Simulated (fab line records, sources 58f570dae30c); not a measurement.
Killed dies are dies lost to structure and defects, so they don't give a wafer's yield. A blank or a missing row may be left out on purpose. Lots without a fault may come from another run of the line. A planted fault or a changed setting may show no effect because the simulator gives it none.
A struck lot beside a sound one | flow berkeley_cmos170 | 42 steps out of a route of 331
Sound: wafers L696.3, L696.4, L696.6. Struck: wafers L700.1, L700.2, L700.3. The cause comes at the end.
At each step with rows: each side's tool, then ch and its chambers, then its first start. Under that, the readings that differ: sound wafers | struck wafers | difference of the means | sigmas: that difference in standard deviations of wafers without a fault.
alike: readings whose means differ by less than 2 such deviations, and words and numbers that are the same on both sides. not compared: withheld readings, readings that some wafer has no value for, bounds like >300 that may hide the same value, and numbers for which the record gives no deviation and whose values overlap.
The two part at a step that has a row with sigmas, a row that says differs or no value, or rows on one side only. Numbers that don't overlap but have no deviation are shown without sigmas and don't part them. A reading that every wafer of one side lacks parts them only if that side has two wafers or more.

first, 3 steps without rows for these wafers: UCB170_PFIELD_EXPOSE_03 (exposes mask PFIELD, target cd 1500 nm); UCB170_PFIELD_PEB_04; UCB170_PFIELD_DEVELOP_05 (develop time 45 s).
UCB170_PFIELD_OVL_MEAS_06:
  sound on overlay-01, day 7 09:59; struck on overlay-01, day 8 11:44
  alike: PFIELD_OVL
then, 1 step without rows for these wafers: UCB170_PFIELD_IMPLANT_07.
UCB170_PFIELD_STRIP_08: strips in O2.
  sound on plasma_asher-01 ch 0,1, day 7 10:12; struck on plasma_asher-02 ch 0,1, day 8 11:56
  alike: drypump_motor_current_A, oes_product_au, strip_time_to_endpoint_s
  not compared: rf_hours_counter_h
UCB170_PFIELD_TW_MEAS_09:
  sound on film_metro-01, day 7 10:17; struck on film_metro-03, day 8 12:02
  alike: PFIELD_TW
then, 2 steps without rows for these wafers: UCB170_FIELD_CLEAN_00 (cleans in dHF, time 7.5 s); UCB170_FIELD_OXIDATION_01 (target thk 558.3 nm, ox time 7200 s).
UCB170_FIELD_THK_MEAS_02:
  sound on film_metro-04, day 7 16:49; struck on film_metro-01, day 8 17:53
  alike: FIELD_OXIDE_THK
then, 2 steps without rows for these wafers: UCB170_FIELD_ANNEAL_03 (time 1200 s); UCB170_FIELD_WET_ETCH_04 (etches SiO2 in dHF, time 60 s).
UCB170_FIELD_WET_ETCH_05: etches Si3N4 in H3PO4, time 12600 s.
  sound on wet_bench-04 ch 2, day 7 22:43; struck on wet_bench-04 ch 3, day 8 23:39
  no value came back on the struck wafers for bath_guard_temp_C (C), bath_heat_duty_pct (%); on the sound wafers bath_guard_temp_C (C) reads 159.48 158.96 159.26
  reading                                      | sound           | struck            | difference | sigmas
  model.Si3N4_of_ACTIVE_CVD_05.thk_nm (nm)     | 0 0 0           | 212.3 214.2 213.9 | +213.5     |
  model.SiO2_of_FIELD_OXIDATION_01.thk_nm (nm) | 489.7 480.6 488 | 528.7 529.5 526.8 | +42.2      |
UCB170_FIELD_WET_ETCH_06: etches SiO2 in BOE, time 22 s.
  sound on wet_bench-02 ch 3, day 8 02:13; struck on wet_bench-04 ch 1, day 9 03:10
  reading                                      | sound             | struck            | difference | sigmas
  model.SiO2_of_FIELD_OXIDATION_01.thk_nm (nm) | 439.2 430.3 437.3 | 478.5 479.4 476.4 | +42.5      |
  alike: bath_heat_duty_pct, run_length_s
UCB170_FIELD_THK_MEAS_90:
  sound on film_metro-02, day 8 02:16; struck on film_metro-02, day 9 03:10
  reading                     | sound       | struck      | difference | sigmas
  FIELD_OXIDE_LEFT_1_THK (nm) | 439 430 437 | 478 479 476 | +42        | +4
then, 11 steps without rows for these wafers: UCB170_SACOX_CLEAN_00 (cleans in dHF, time 7.5 s); UCB170_SACOX_OXIDATION_01 (target thk 14.4 nm, ox time 2400 s); UCB170_SCREENOX_WET_ETCH_00 (etches SiO2 in dHF, time 195.1 s); UCB170_SCREENOX_OXIDATION_01 (target thk 14.4 nm, ox time 2400 s); UCB170_SCREENOX_ANNEAL_03 (time 900 s); UCB170_NVT_HMDS_00 (prime time 60 s); UCB170_NVT_COAT_01 (resist thk 900 nm); UCB170_NVT_SOFTBAKE_02 (time 60 s); UCB170_NVT_EXPOSE_03 (exposes mask PWELL, target cd 3000 nm); UCB170_NVT_PEB_04; UCB170_NVT_DEVELOP_05 (develop time 45 s).
UCB170_NVT_OVL_MEAS_06:
  sound on overlay-01, day 8 15:17; struck on overlay-01, day 10 00:09
  alike: NVT_OVL
then, 1 step without rows for these wafers: UCB170_NVT_IMPLANT_07.
UCB170_NVT_STRIP_08: strips in O2.
  sound on plasma_asher-01 ch 0,1, day 8 15:30; struck on plasma_asher-03 ch 0,1, day 10 00:20
  alike: drypump_motor_current_A, oes_product_au, strip_time_to_endpoint_s
  not compared: rf_hours_counter_h
UCB170_NVT_TW_MEAS_09:
  sound on film_metro-03, day 8 15:35; struck on film_metro-04, day 10 00:26
  alike: NVT_TW
then, 7 steps without rows for these wafers: UCB170_NVT_CLEAN_10 (cleans in SPM, time 600 s); UCB170_PVT_HMDS_00 (prime time 60 s); UCB170_PVT_COAT_01 (resist thk 900 nm); UCB170_PVT_SOFTBAKE_02 (time 60 s); UCB170_PVT_EXPOSE_03 (exposes mask NWELL, target cd 3000 nm); UCB170_PVT_PEB_04; UCB170_PVT_DEVELOP_05 (develop time 45 s).
UCB170_PVT_OVL_MEAS_06:
  sound on overlay-02, day 8 16:56; struck on overlay-01, day 10 02:22
  alike: PVT_OVL
then, 1 step without rows for these wafers: UCB170_PVT_IMPLANT_07.
UCB170_PVT_STRIP_08: strips in O2.
  sound on plasma_asher-01 ch 0,1, day 8 17:08; struck on plasma_asher-03 ch 0,1, day 10 02:33
  alike: drypump_motor_current_A, oes_product_au, strip_time_to_endpoint_s
  not compared: rf_hours_counter_h
UCB170_FIELD_THK_MEAS_91:
  sound on film_metro-02, day 8 17:20; struck on film_metro-02, day 10 02:47
  reading                     | sound       | struck      | difference | sigmas
  FIELD_OXIDE_LEFT_2_THK (nm) | 351 342 349 | 392 393 390 | +44        | +5
-- the record jumps here: 2 days lie between the struck wafers' starts before and after (it left off in module FIELD and takes up again in module M3, whose first step shown is number 331 of the route) --
UCB170_M3_PROBE_99:
  the record has rows for the struck wafers here (prober-01, day 12 11:54) and none for the sound ones

WHERE THEY PART
First at UCB170_FIELD_WET_ETCH_05; last, within this record, at UCB170_M3_PROBE_99.

WHY: what the simulator had put in
Skipped step whole: wet_bench-04, from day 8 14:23 on, at UCB170_FIELD_WET_ETCH_05. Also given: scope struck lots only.
